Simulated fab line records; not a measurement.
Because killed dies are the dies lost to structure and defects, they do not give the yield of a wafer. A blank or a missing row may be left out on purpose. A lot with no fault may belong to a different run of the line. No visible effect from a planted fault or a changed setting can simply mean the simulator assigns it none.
fab line records -- flow rit_cmos
record: lots: 15, wafers: 45, last_day: 7
route steps=202 shown ACTIVE@1 NWELL@34 PWELL@42
lots that met no fault: taken from a fault-free run of the same line
start_h: hours from the record's first day to the start of the lot's first wafer shown -- wait_h: hours from the lot's prior step to this one -- " same as the row above -- L1.1+2: one row covering several wafers at once -- - value missing, or start not given -- * or withheld: withheld -- < > ~ a bound
route shown NAME@n: NAME is a module with steps in the file, n the number in the route of the first one -- usual: the fault-free wafers' mean and standard deviation -- same: alike in all rows -- chamber/n: place in a boat -- sites: per-site readings -- _std_site: how widely they spread, as a standard deviation -- _edge_site: the outer-site mean with the inner-site mean subtracted -- radius_mm: how far each site lies from the wafer's centre -- mask NAME#n: copy n -- behind: tool/chamber where the wafer was last shaped -- hold: why the lot went on hold/how many hours it stayed there/how the hold came to an end -- device: names the non-switching transistor (n, p or np) -- end of line: the route-end tests of the same wafers -- for a step that has no rows: nothing shown but its recipe -- killed: at the first sort, the dies lost to defects and structure; wafer yield is something else -- map: shows each die of a wafer: x if killed, . if not, _ if none is there
set.NAME: the run value of the setting; set.NAME@STEP: its run value at that earlier step -- model.NAME: the simulator's own value behind a step, which no gauge read
a sample of lots followed through the steps of the route, with each step as a table and each wafer as a row
services: the hour from which a tool's chamber was out of use, counted from the record's first day as start_h (under 0 if before that day), plus the number of hours and why
== steps ==
step: RIT_ACTIVE_BOW_MEAS_00
recipe: mode: bow
usual: INCOMING_BOW: 0/7
lot.wafer,tool,chamber,start_h,wait_h,INCOMING_BOW[um]
L396.4,film_metro-03,-,10.06,-,-3
L396.5,film_metro-03,-,10.06,-,3
L396.6,film_metro-03,-,10.06,-,4
L397.2,film_metro-01,-,15.02,-,5
L397.3,film_metro-01,-,15.02,-,2
L397.4,film_metro-01,-,15.02,-,4
L398.2,film_metro-01,-,20.02,-,6
L398.3,film_metro-01,-,20.02,-,5
L398.4,film_metro-01,-,20.02,-,-9
L401.2,film_metro-01,-,35.02,-,-11
L401.4,film_metro-01,-,35.02,-,6
L401.5,film_metro-01,-,35.02,-,7
L402.1,film_metro-02,-,40.00,-,1
L402.3,film_metro-02,-,40.00,-,14
L402.6,film_metro-02,-,40.00,-,0
L403.1,film_metro-02,-,45.00,-,-3
L403.2,film_metro-02,-,45.00,-,-6
L403.4,film_metro-02,-,45.00,-,5
L404.1,film_metro-02,-,50.00,-,1
L404.4,film_metro-02,-,50.00,-,-3
L404.6,film_metro-02,-,50.00,-,-4
L412.2,film_metro-01,-,90.02,-,7
L412.5,film_metro-01,-,90.02,-,18
L412.6,film_metro-01,-,90.02,-,-6
L413.2,film_metro-03,-,95.02,-,2
L413.3,film_metro-03,-,95.02,-,15
L413.5,film_metro-03,-,95.02,-,0
L414.2,film_metro-03,-,100.02,-,3
L414.4,film_metro-03,-,100.02,-,6
L414.5,film_metro-03,-,100.02,-,10
L415.3,film_metro-02,-,105.04,-,-8
L415.4,film_metro-02,-,105.04,-,5
L415.5,film_metro-02,-,105.04,-,8
L416.1,film_metro-01,-,110.00,-,-9
L416.2,film_metro-01,-,110.00,-,9
L416.3,film_metro-01,-,110.00,-,-10
L417.2,film_metro-03,-,115.02,-,-4
L417.4,film_metro-03,-,115.02,-,1
L417.5,film_metro-03,-,115.02,-,11
L418.3,film_metro-03,-,120.04,-,3
L418.4,film_metro-03,-,120.04,-,-8
L418.5,film_metro-03,-,120.04,-,-3
L419.3,film_metro-01,-,125.04,-,-9
L419.4,film_metro-01,-,125.04,-,15
L419.6,film_metro-01,-,125.04,-,13
step: RIT_ACTIVE_CD_MEAS_90
recipe: target_cd_nm: 1400
usual: cd_nm: 1401.1/2.1
lot.wafer,tool,chamber,start_h,wait_h,cd_nm
L396.4,cd_sem-01,-,16.14,0.1,1400.8
L396.5,cd_sem-01,-,16.14,0.1,1401.2
L396.6,cd_sem-01,-,16.14,0.1,1403.1
L397.2,cd_sem-02,-,20.28,0.1,1399.7
L397.3,cd_sem-02,-,20.28,0.1,1401.1
L397.4,cd_sem-02,-,20.28,0.1,1400.4
L398.2,cd_sem-01,-,25.04,0.1,1401.8
L398.3,cd_sem-01,-,25.04,0.1,1401.9
L398.4,cd_sem-01,-,25.04,0.1,1400.5
L401.2,cd_sem-02,-,41.37,0.1,1403.2
L401.4,cd_sem-02,-,41.37,0.1,1401.3
L401.5,cd_sem-02,-,41.37,0.1,1402.2
L402.1,cd_sem-02,-,45.73,0.1,1400.3
L402.3,cd_sem-02,-,45.73,0.1,1398.0
L402.6,cd_sem-02,-,45.73,0.1,1399.1
L403.1,cd_sem-02,-,50.87,0.1,1401.5
L403.2,cd_sem-02,-,50.87,0.1,1400.4
L403.4,cd_sem-02,-,50.87,0.1,1401.9
L404.1,cd_sem-02,-,55.02,0.1,1401.6
L404.4,cd_sem-02,-,55.02,0.1,1402.2
L404.6,cd_sem-02,-,55.02,0.1,1400.0
L412.2,cd_sem-02,-,95.75,0.1,1394.1
L412.5,cd_sem-02,-,95.75,0.1,1396.0
L412.6,cd_sem-02,-,95.75,0.1,1396.6
L413.2,cd_sem-02,-,100.87,0.1,1401.5
L413.3,cd_sem-02,-,100.87,0.1,1403.8
L413.5,cd_sem-02,-,100.87,0.1,1404.0
L414.2,cd_sem-01,-,105.75,0.1,1399.0
L414.4,cd_sem-01,-,105.75,0.1,1400.1
L414.5,cd_sem-01,-,105.75,0.1,1398.6
L415.3,cd_sem-02,-,110.18,0.1,1397.4
L415.4,cd_sem-02,-,110.18,0.1,1399.5
L415.5,cd_sem-02,-,110.18,0.1,1400.7
L416.1,cd_sem-01,-,115.85,0.1,1401.1
L416.2,cd_sem-01,-,115.85,0.1,1402.3
L416.3,cd_sem-01,-,115.85,0.1,1400.7
L417.2,cd_sem-01,-,121.03,0.1,1400.5
L417.4,cd_sem-01,-,121.03,0.1,1399.7
L417.5,cd_sem-01,-,121.03,0.1,1400.7
L418.3,cd_sem-01,-,125.77,0.1,1401.7
L418.4,cd_sem-01,-,125.77,0.1,1401.7
L418.5,cd_sem-01,-,125.77,0.1,1401.2
L419.3,cd_sem-01,-,130.08,0.1,1400.5
L419.4,cd_sem-01,-,130.08,0.1,1402.7
L419.6,cd_sem-01,-,130.08,0.1,1402.4
step: RIT_NWELL_OVL_MEAS_06
usual: NWELL_OVL: 0.0/1.5
lot.wafer,tool,chamber,start_h,wait_h,NWELL_OVL[nm]
L396.4,overlay-02,-,21.45,-,0.3
L396.5,overlay-02,-,21.45,-,0.1
L396.6,overlay-02,-,21.45,-,0.2
L397.2,overlay-02,-,25.53,-,0.3
L397.3,overlay-02,-,25.53,-,1.1
L397.4,overlay-02,-,25.53,-,1.3
L398.2,overlay-02,-,30.26,-,-1.6
L398.3,overlay-02,-,30.26,-,-0.4
L398.4,overlay-02,-,30.26,-,0.9
L401.2,overlay-01,-,47.25,-,0.2
L401.4,overlay-01,-,47.25,-,-0.4
L401.5,overlay-01,-,47.25,-,-0.4
L402.1,overlay-02,-,50.88,-,-2.8
L402.3,overlay-02,-,50.88,-,-2.4
L402.6,overlay-02,-,50.88,-,-1.8
L403.1,overlay-01,-,56.01,-,-0.3
L403.2,overlay-01,-,56.01,-,0.5
L403.4,overlay-01,-,56.01,-,0.3
L404.1,overlay-01,-,60.35,-,0.5
L404.4,overlay-01,-,60.35,-,-0.1
L404.6,overlay-01,-,60.35,-,1.8
L412.2,overlay-01,-,100.93,-,0.0
L412.5,overlay-01,-,100.93,-,-0.6
L412.6,overlay-01,-,100.93,-,-0.8
L413.2,overlay-02,-,106.00,-,-1.4
L413.3,overlay-02,-,106.00,-,-2.0
L413.5,overlay-02,-,106.00,-,1.2
L414.2,overlay-02,-,111.39,-,-1.4
L414.4,overlay-02,-,111.39,-,0.1
L414.5,overlay-02,-,111.39,-,-1.2
L415.3,overlay-01,-,116.82,-,0.7
L415.4,overlay-01,-,116.82,-,0.2
L415.5,overlay-01,-,116.82,-,0.7
L416.1,overlay-01,-,122.05,-,-0.2
L416.2,overlay-01,-,122.05,-,1.2
L416.3,overlay-01,-,122.05,-,1.1
L417.2,overlay-01,-,126.67,-,-3.4
L417.4,overlay-01,-,126.67,-,-1.4
L417.5,overlay-01,-,126.67,-,-2.1
L418.3,overlay-02,-,131.05,-,0.9
L418.4,overlay-02,-,131.05,-,1.7
L418.5,overlay-02,-,131.05,-,0.1
L419.3,overlay-01,-,135.46,-,1.5
L419.4,overlay-01,-,135.46,-,1.4
L419.6,overlay-01,-,135.46,-,1.1
step: RIT_PWELL_EXPOSE_03
recipe: mask_id: M3, na: 0.57, target_cd_nm: 43700, dose_mj: 250
usual: exposure_dose_mJ_cm2: 250.01/0.24, focus_offset_nm: 0.0/0.59
lot.wafer,tool,chamber,start_h,wait_h,mask,exposure_dose_mJ_cm2,focus_offset_nm
L396.4,iline_stepper-02,0,22.74,0.2,M3#0,250.30,-1.3
L396.5,iline_stepper-02,0,22.74,0.2,M3#0,250.29,-1.1
L396.6,iline_stepper-02,0,22.74,0.2,M3#0,249.79,-1.9
L397.2,iline_stepper-01,0,26.79,0.2,M3#0,249.53,0.3
L397.3,iline_stepper-01,0,26.79,0.2,M3#0,249.94,-0.4
L397.4,iline_stepper-01,0,26.79,0.2,M3#0,249.92,1.0
L398.2,iline_stepper-01,0,31.39,0.1,M3#0,249.83,0.6
L398.3,iline_stepper-01,0,31.39,0.1,M3#0,250.26,0.0
L398.4,iline_stepper-01,0,31.39,0.1,M3#0,249.91,-0.6
L401.2,iline_stepper-01,0,48.50,0.2,M3#0,249.77,-1.1
L401.4,iline_stepper-01,0,48.50,0.2,M3#0,250.19,-0.2
L401.5,iline_stepper-01,0,48.50,0.2,M3#0,250.29,0.0
L402.1,iline_stepper-01,-,52.04,0.1,M3#0,-,-
L402.3,iline_stepper-01,-,52.04,0.1,M3#0,-,-
L402.6,iline_stepper-01,-,52.04,0.1,M3#0,-,-
L403.1,iline_stepper-01,-,57.27,0.1,M3#0,-,-
L403.2,iline_stepper-01,-,57.27,0.1,M3#0,-,-
L403.4,iline_stepper-01,-,57.27,0.1,M3#0,-,-
L404.1,iline_stepper-02,-,61.60,0.2,M3#0,-,-
L404.4,iline_stepper-02,-,61.60,0.2,M3#0,-,-
L404.6,iline_stepper-02,-,61.60,0.2,M3#0,-,-
L412.2,iline_stepper-02,0,102.19,0.2,M3#0,250.35,0.3
L412.5,iline_stepper-02,0,102.19,0.2,M3#0,249.91,0.7
L412.6,iline_stepper-02,0,102.19,0.2,M3#0,249.79,0.3
L413.2,iline_stepper-01,0,107.32,0.3,M3#0,250.20,-0.9
L413.3,iline_stepper-01,0,107.32,0.3,M3#0,249.80,-0.4
L413.5,iline_stepper-01,0,107.32,0.3,M3#0,249.83,-0.7
L414.2,iline_stepper-01,0,112.56,0.1,M3#0,249.94,-0.9
L414.4,iline_stepper-01,0,112.56,0.1,M3#0,249.95,-0.1
L414.5,iline_stepper-01,0,112.56,0.1,M3#0,249.92,0.2
L415.3,iline_stepper-01,0,118.14,0.1,M3#0,249.95,0.0
L415.4,iline_stepper-01,0,118.14,0.1,M3#0,250.43,0.2
L415.5,iline_stepper-01,0,118.14,0.1,M3#0,249.92,-1.0
L416.1,iline_stepper-02,0,123.30,0.2,M3#0,250.25,0.3
L416.2,iline_stepper-02,0,123.30,0.2,M3#0,250.21,-0.3
L416.3,iline_stepper-02,0,123.30,0.2,M3#0,250.23,-0.6
L417.2,iline_stepper-02,0,127.80,0.1,M3#0,249.87,0.3
L417.4,iline_stepper-02,0,127.80,0.1,M3#0,249.91,-0.4
L417.5,iline_stepper-02,0,127.80,0.1,M3#0,250.00,0.3
L418.3,iline_stepper-01,0,132.33,0.2,M3#0,250.14,-0.6
L418.4,iline_stepper-01,0,132.33,0.2,M3#0,250.24,-0.8
L418.5,iline_stepper-01,0,132.33,0.2,M3#0,250.08,0.2
L419.3,iline_stepper-02,0,136.73,0.2,M3#0,249.76,0.4
L419.4,iline_stepper-02,0,136.73,0.2,M3#0,250.03,0.6
L419.6,iline_stepper-02,0,136.73,0.2,M3#0,249.93,0.3
== services ==
tool,chamber,start_h,hours,kind
iline_stepper-02,0,34.41,-,calibration
iline_stepper-02,-,70.30,1.7,pm
iline_stepper-01,0,77.58,-,calibration
iline_stepper-02,-,109.03,2.4,repair
iline_stepper-02,-,127.35,-,consumable_replace:lamp
== key ==
first_sign: step: RIT_PWELL_EXPOSE_03, reading: tool_record, direction: missing
effect none on later readings
met_at RIT_PWELL_EXPOSE_03
struck_lots L402,L403,L404
sort_left_out L402.1,L402.3,L402.6,L403.1,L403.2,L403.4,L404.1,L404.4,L404.6
tester_left_out L402,L403,L404
not_acting_at RIT_ACTIVE_BOW_MEAS_00,RIT_ACTIVE_CD_MEAS_90,RIT_NWELL_OVL_MEAS_06
onset_between 48.50 52.04
fault: kind: skipped_step_whole, tool: iline_stepper-01,iline_stepper-02, chamber: -, onset_h: 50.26, steps: RIT_PWELL_EXPOSE_03, scope: struck_lots_only
tester_left_out: of these lots the tester's yield and bins aren't shown, on N5 and GAA mostly nor the transistor test; their killed dies are dies lost to structure and defects alone, not to doping, threshold or leakage, so they don't give the yield
sort_left_out: the simulated sort isn't trusted on such a fault, so these wafers' sort isn't shown, and their yield isn't known
